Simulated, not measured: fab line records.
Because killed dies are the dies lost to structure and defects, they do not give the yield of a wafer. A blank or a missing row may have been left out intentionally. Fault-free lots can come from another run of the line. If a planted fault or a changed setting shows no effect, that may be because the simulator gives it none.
Which tool is to blame? :: flow berkeley-cmos170 :: Sampling: 14 lots, 42 wafers, 2 of 331 route steps

WHAT THE GAUGES READ, wafer by wafer
UCB170_PWELL_THK_MEAS_06.
lot: L190
measured: day 3 11:55
on: film-metro-04
PWELL_NITRIDE_THK (nm): 220.1 220.5 222.7

lot: L191
measured: day 3 11:55
on: film-metro-02
PWELL_NITRIDE_THK (nm): 217.9 218.8 219.0

lot: L189
measured: day 3 11:58
on: film-metro-03
PWELL_NITRIDE_THK (nm): 218.6 218.3 217.4

lot: L192
measured: day 3 21:47
on: film-metro-04
PWELL_NITRIDE_THK (nm): 220.4 219.6 219.2

lot: L193
measured: day 4 05:13
on: film-metro-03
PWELL_NITRIDE_THK (nm): 218.1 216.1 219.2

lot: L194
measured: day 4 10:42
on: film-metro-02
PWELL_NITRIDE_THK (nm): 220.9 218.9 219.0

lot: L195
measured: day 4 15:15
on: film-metro-03
PWELL_NITRIDE_THK (nm): 218.6 220.7 220.4

lot: L198
measured: day 5 02:49
on: film-metro-02
PWELL_NITRIDE_THK (nm): 218.9 218.5 218.3

lot: L200
measured: day 5 16:31
on: film-metro-02
PWELL_NITRIDE_THK (nm): 220.0 217.7 218.4

lot: L201
measured: day 6 01:36
on: film-metro-04
PWELL_NITRIDE_THK (nm): 219.7 217.6 218.1

lot: L204
measured: day 6 19:02
on: film-metro-04
PWELL_NITRIDE_THK (nm): 220.4 220.3 219.8

lot: L207
measured: day 7 03:44
on: film-metro-03
PWELL_NITRIDE_THK (nm): 217.2 219.1 218.9

lot: L210
measured: day 7 16:20
on: film-metro-02
PWELL_NITRIDE_THK (nm): 219.2 221.1 219.3

lot: L212
measured: day 7 23:09
on: film-metro-02
PWELL_NITRIDE_THK (nm): 221.0 223.7 222.9

UCB170_PFIELD_OVL_MEAS_06.
lot: L190
measured: day 5 03:52
on: overlay-02
PFIELD_OVL (nm): -1 -1 -8

lot: L191
measured: day 5 03:20
on: overlay-02
PFIELD_OVL (nm): 0 -4 -4

lot: L189
measured: day 5 04:10
on: overlay-01
PFIELD_OVL (nm): -5 -8 -6

lot: L192
measured: day 5 19:16
on: overlay-01
PFIELD_OVL (nm): 2 -2 -7

lot: L193
measured: day 5 19:32
on: overlay-01
PFIELD_OVL (nm): 3 2 -5

lot: L194
measured: day 6 10:13
on: overlay-02
PFIELD_OVL (nm): 8 3 1

lot: L195
measured: day 6 10:02
on: overlay-02
PFIELD_OVL (nm): 3 -3 -3

lot: L198
measured: day 6 20:35
on: overlay-02
PFIELD_OVL (nm): -4 -2 0

lot: L200
measured: day 7 05:55
on: overlay-01
PFIELD_OVL (nm): -8 -3 -6

lot: L201
measured: day 7 09:05
on: overlay-02
PFIELD_OVL (nm): 7 6 9

lot: L204
measured: day 8 06:28
on: overlay-02
PFIELD_OVL (nm): 0 1 -4

lot: L207
measured: day 8 17:30
on: overlay-02
PFIELD_OVL (nm): 3 -8 2

lot: L210
measured: day 9 06:32
on: overlay-02
PFIELD_OVL (nm): 0 4 -2

lot: L212
measured: day 9 06:18
on: overlay-02
PFIELD_OVL (nm): -12 -6 -9

WHICH TOOL RAN EACH LOT (tool, then ch and the chambers of the sampled wafers, then the start)
The record shows no process step preceding these readings.

WHAT THE TOOLS THEMSELVES READ (means of the sampled wafers that have a number; where no wafer has one, the mark that the record gives instead)
The record holds no such reading with a usual standard deviation.

THE ANSWER, worked out from the rows above alone
Rule: what is usual is taken from the lots themselves. Put in order of their means at a reading, lots are off if they are a third of the lots or fewer, leave a main group of 4 or more, and stand apart from it by a gap of 3 or more times the standard deviation of the main group's means; of several such gaps the widest counts. A main group whose means are all the same, to the digits that the tables above print for the reading, isn't used. A lot without any number at a reading at which 4 lots or more have one is off too. Where the step has rows for the other lots, those lots are counted as sound. Order of review: gauges by route order, followed by the tools' own readings, for which a lot's mean as printed above is used. At the first step where some lot is off, the reading lying furthest off is the one used; lots without a number count as furthest.
No lot is off on any of the readings shown, so nothing can be concluded from this.

WHAT WAS PUT IN BY THE SIMULATOR
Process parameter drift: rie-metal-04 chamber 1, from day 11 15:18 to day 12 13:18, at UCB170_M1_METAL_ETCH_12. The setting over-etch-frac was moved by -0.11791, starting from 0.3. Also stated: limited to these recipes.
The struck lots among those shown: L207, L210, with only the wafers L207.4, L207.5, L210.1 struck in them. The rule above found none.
